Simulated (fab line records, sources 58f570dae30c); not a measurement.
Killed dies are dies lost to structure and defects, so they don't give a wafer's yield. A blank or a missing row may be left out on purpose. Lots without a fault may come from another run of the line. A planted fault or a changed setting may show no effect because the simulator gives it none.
Which tool did it? | flow berkeley_cmos170 | 14 lots, 42 wafers sampled, at 4 steps of a route of 331

WHAT THE GAUGES READ, wafer by wafer
UCB170_ACTIVE_OVL_MEAS_14. Usual: ACTIVE_OVL 2 nm, standard deviation 6.7.
lot  | measured    | on         | ACTIVE_OVL (nm) | flag
L330 | day 4 09:43 | overlay-02 | -7 -7 -3        |
L333 | day 5 10:26 | overlay-01 | -3 12 1         |
L335 | day 5 16:53 | overlay-01 | -1 3 1          |
L337 | day 6 08:28 | overlay-01 | 15 2 9          |
L336 | day 6 08:16 | overlay-02 | -3 3 2          |
L338 | day 6 16:59 | overlay-02 | 6 -3 4          |
L340 | day 6 16:54 | overlay-01 | -4 2 -2         |
L341 | day 7 10:29 | overlay-02 | 19 12 12        |
L342 | day 7 10:22 | overlay-01 | 17 7 12         |
L343 | day 7 19:31 | overlay-01 | -1 1 5          |
L347 | day 8 15:28 | overlay-01 | 7 1 7           |
L350 | day 9 04:19 | overlay-01 | -1 -7 -3        |
L351 | day 9 05:10 | overlay-02 | 0 -1 0          |
L353 | day 9 13:22 | overlay-02 | -5 -6 -1        |

UCB170_FIELD_THK_MEAS_90. Usual: FIELD_OXIDE_LEFT_1_THK 439 nm, standard deviation 9.
lot  | measured     | on            | FIELD_OXIDE_LEFT_1_THK (nm) | flag
L330 | day 5 05:37  | film_metro-01 | 454 457 455                 |
L333 | day 6 07:10  | film_metro-04 | 444 453 452                 |
L335 | day 6 11:06  | film_metro-04 | 426 433 426                 |
L337 | day 7 07:57  | film_metro-03 | 446 449 448                 |
L336 | day 7 07:57  | film_metro-01 | 453 454 451                 |
L338 | day 7 14:22  | film_metro-01 | 436 437 444                 |
L340 | day 7 14:23  | film_metro-03 | 434 440 439                 |
L341 | day 8 02:55  | film_metro-01 | 456 448 447                 |
L342 | day 8 02:55  | film_metro-04 | 444 448 439                 |
L343 | day 8 17:50  | film_metro-01 | 434 437 438                 |
L347 | day 9 08:32  | film_metro-01 | 438 447 442                 |
L350 | day 9 22:33  | film_metro-04 | 433 430 434                 |
L351 | day 9 22:31  | film_metro-03 | 421 440 428                 |
L353 | day 10 11:38 | film_metro-03 | 446 454 440                 |

WHICH TOOL RAN EACH LOT (tool, then ch and the chambers of the sampled wafers, then the start)
lot  | UCB170_ZERO_SOFTBAKE_02          | UCB170_NWELL_STRIP_15
L330 | litho_track-04 ch 0, day 1 17:13 | plasma_asher-04 ch 0,1, day 2 07:01
L333 | litho_track-03 ch 0, day 2 13:47 | plasma_asher-04 ch 0,1, day 3 05:50
L335 | litho_track-02 ch 0, day 2 20:10 | plasma_asher-04 ch 0,1, day 3 14:19
L337 | litho_track-04 ch 0, day 3 03:22 | plasma_asher-01 ch 0,1, day 3 22:37
L336 | litho_track-03 ch 0, day 3 03:36 | plasma_asher-01 ch 0,1, day 3 22:16
L338 | litho_track-04 ch 0, day 3 17:02 | plasma_asher-04 ch 0,1, day 4 06:59
L340 | litho_track-02 ch 0, day 3 21:08 | plasma_asher-03 ch 0,1, day 4 12:19
L341 | litho_track-03 ch 0, day 4 04:56 | plasma_asher-03 ch 0,1, day 5 05:17
L342 | litho_track-04 ch 0, day 4 10:40 | plasma_asher-04 ch 1, day 5 05:22
L343 | litho_track-04 ch 0, day 4 17:36 | plasma_asher-04 ch 0,1, day 5 10:20
L347 | litho_track-04 ch 0, day 5 09:50 | plasma_asher-01 ch 1, day 6 03:31
L350 | litho_track-04 ch 0, day 6 02:28 | plasma_asher-04 ch 0,1, day 6 18:37
L351 | litho_track-04 ch 0, day 6 07:47 | plasma_asher-03 ch 0,1, day 7 00:22
L353 | litho_track-03 ch 0, day 6 15:29 | plasma_asher-04 ch 0,1, day 7 11:50
- UCB170_ZERO_SOFTBAKE_02: time 60 s.
- UCB170_NWELL_STRIP_15: strips in O2.

WHAT THE TOOLS THEMSELVES READ (means of the sampled wafers that have a number; where no wafer has one, the mark that the record gives instead)
UCB170_ZERO_SOFTBAKE_02. Usual: run_length_s 89.19 s, standard deviation 0.15.
lot  | tool           | run_length_s (s) | flag
L330 | litho_track-04 | 89.15            |
L333 | litho_track-03 | 89.38            |
L335 | litho_track-02 | 89.01            |
L337 | litho_track-04 | 89.10            |
L336 | litho_track-03 | 89.23            |
L338 | litho_track-04 | 89.21            |
L340 | litho_track-02 | 89.08            |
L341 | litho_track-03 | 89.28            |
L342 | litho_track-04 | 89.22            |
L343 | litho_track-04 | 89.19            |
L347 | litho_track-04 | 89.08            |
L350 | litho_track-04 | 102.50           | OFF
L351 | litho_track-04 | 102.46           | OFF
L353 | litho_track-03 | 89.32            |

UCB170_NWELL_STRIP_15. Usual: drypump_motor_current_A 5.7 A, standard deviation 0.64; oes_product_au 0.721 a.u., standard deviation 0.0046; strip_time_to_endpoint_s 17.97 s, standard deviation 0.1.
lot  | tool            | drypump_motor_current_A (A) | oes_product_au (a.u.) | strip_time_to_endpoint_s (s) | flag
L330 | plasma_asher-04 | 5.8                         | 0.726                 | 18.02                        |
L333 | plasma_asher-04 | 5.3                         | 0.722                 | 17.97                        |
L335 | plasma_asher-04 | 5.3                         | 0.724                 | 17.95                        |
L337 | plasma_asher-01 | 6.2                         | 0.723                 | 17.99                        |
L336 | plasma_asher-01 | 6.2                         | 0.718                 | 18.13                        |
L338 | plasma_asher-04 | 5.8                         | 0.720                 | 17.94                        |
L340 | plasma_asher-03 | 5.4                         | 0.717                 | 18.05                        |
L341 | plasma_asher-03 | 5.4                         | 0.722                 | 17.97                        |
L342 | plasma_asher-04 | 4.8                         | 0.716                 | 18.10                        |
L343 | plasma_asher-04 | 5.8                         | 0.722                 | 17.96                        |
L347 | plasma_asher-01 | 6.3                         | 0.719                 | 17.94                        |
L350 | plasma_asher-04 | 5.3                         | 0.717                 | 17.76                        |
L351 | plasma_asher-03 | 5.6                         | 0.716                 | 17.98                        |
L353 | plasma_asher-04 | 5.8                         | 0.717                 | 17.98                        |

THE ANSWER, worked out from the rows above alone
Rule: a lot is off if the mean of its wafers that have a number lies more than 3 standard deviations from the usual mean. A lot without any number at a reading at which 4 lots or more have one is off too. The other lots that the step has rows for count as sound. The gauges are gone through in route order, then the tools' own readings, and for those a lot's mean is taken as printed above. The first step at which some lot is off is used, and at that step the reading that is off furthest; a lot without a number counts as furthest.
Off: L350, L351, at UCB170_ZERO_SOFTBAKE_02 (run_length_s).
A tool fits if, at that step or a process step before it, it ran every lot that is off, and no sound lot after the first of them. One fits: litho_track-04 at UCB170_ZERO_SOFTBAKE_02. Its last sound lot is L347 (day 5 09:50), its first lot that is off L350 (day 6 02:28): a fault that began between those two fits.
The tool's own readings at UCB170_ZERO_SOFTBAKE_02 bear it out: on the lots that are off they differ by more than 5 times the standard deviation of the sound lots' means. run_length_s reads 102.48 s there against 89.19 s on the sound lots.

WHAT THE SIMULATOR HAD PUT IN
Process parameter drift: litho_track-04, from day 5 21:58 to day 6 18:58, at UCB170_ZERO_SOFTBAKE_02. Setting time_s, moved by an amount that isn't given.
Lots struck among those shown: L350, L351. The rule above found the same.
